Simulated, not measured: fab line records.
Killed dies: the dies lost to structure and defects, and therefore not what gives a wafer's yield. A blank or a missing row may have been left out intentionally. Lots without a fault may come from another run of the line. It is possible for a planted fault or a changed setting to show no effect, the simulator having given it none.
Problem report in the 8D (eight disciplines) form, filled by code / flow rit-cmos / the parts of the form that need people (team, actions taken, sign-off) are left out

## 1. WHAT WENT WRONG
run-length-s at RIT_FOX2_WET_ETCH_03 reads a mean of 5425 s on 3 wafers of 1 lot; wafers without a fault read 2728 s with a standard deviation of 3.8. So: +99 or more standard deviations from the usual mean.
The step: etches Si3N4 in H3PO4, target depth 195 nm, time 2700 s.
Seen first at day 4 05:40 on wet-bench-04, wafer L857.1. The record has a number at this step for 36 wafers belonging to 12 lots. Rule for "out", or "out of limits": more than 4 standard deviations from the usual mean. The other wafers with a number count as sound.

## 2. WHAT IT IS, AND WHAT IT ISN'T
question=which readings at this step | is=run-length-s | is not=-
question=which lots | is=L857 | is not=L846, L847, L848, L850, L861, L862, L863, L864, L865, L868, L869
question=which wafers of those lots | is=all that have a number | is not=-
question=read on which tools | is=wet-bench-04 | is not=wet-bench-01, wet-bench-02
question=when | is=from day 4 05:40 | is not=up to then (12 sound wafers); but 21 sound wafers of L861, L862, L863, L864, L865, L868, L869 came after

## 3. SUSPECTS, AND WHAT RULES EACH OUT
Counting: a tool at a process step up to the reading stays a suspect if it ran every lot that is out and no sound lot after the first of them.
- wet-bench-04 at RIT_FOX2_WET_ETCH_03 (etches Si3N4 in H3PO4, target depth 195 nm, time 2700 s): kept. It ran the lot that is out, L857 (day 4 05:40), and no sound lot after that; its last sound lot up to then is L848 (day 2 08:34). Its own readings are out on those wafers: run-length-s.
Remaining after the count: wet-bench-04 at RIT_FOX2_WET_ETCH_03.

## 4. THE CAUSE (what the simulator had put in)
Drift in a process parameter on wet-bench-04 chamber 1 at RIT_FOX2_WET_ETCH_03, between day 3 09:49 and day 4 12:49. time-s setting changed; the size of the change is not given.
Counting left only this tool.

## 5. THE CHAIN OF EFFECTS, in route order
One row per reading whose mean, taken over the struck wafers that have a number, lies over 3 standard deviations from the usual. Only readings whose record carries a usual standard deviation are examined. hours: median over the lots of the time between each lot's start at the first step of this table that gives one and its start at this step. sigmas: the change, counted in usual standard deviations.
hours=0; step=RIT_FOX2_WET_ETCH_03; reading=run-length-s; usual=2728 s; on struck wafers=5425; change=+2697; sigmas=+99 or more
Its process steps:
- RIT_FOX2_WET_ETCH_03: etches Si3N4 in H3PO4, target depth 195 nm, time 2700 s.

## 6. HOW IT WOULD HAVE BEEN CAUGHT EARLIER
The fault began at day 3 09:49; the first out-of-limits reading in this record came at day 4 05:40, 20 hours later.
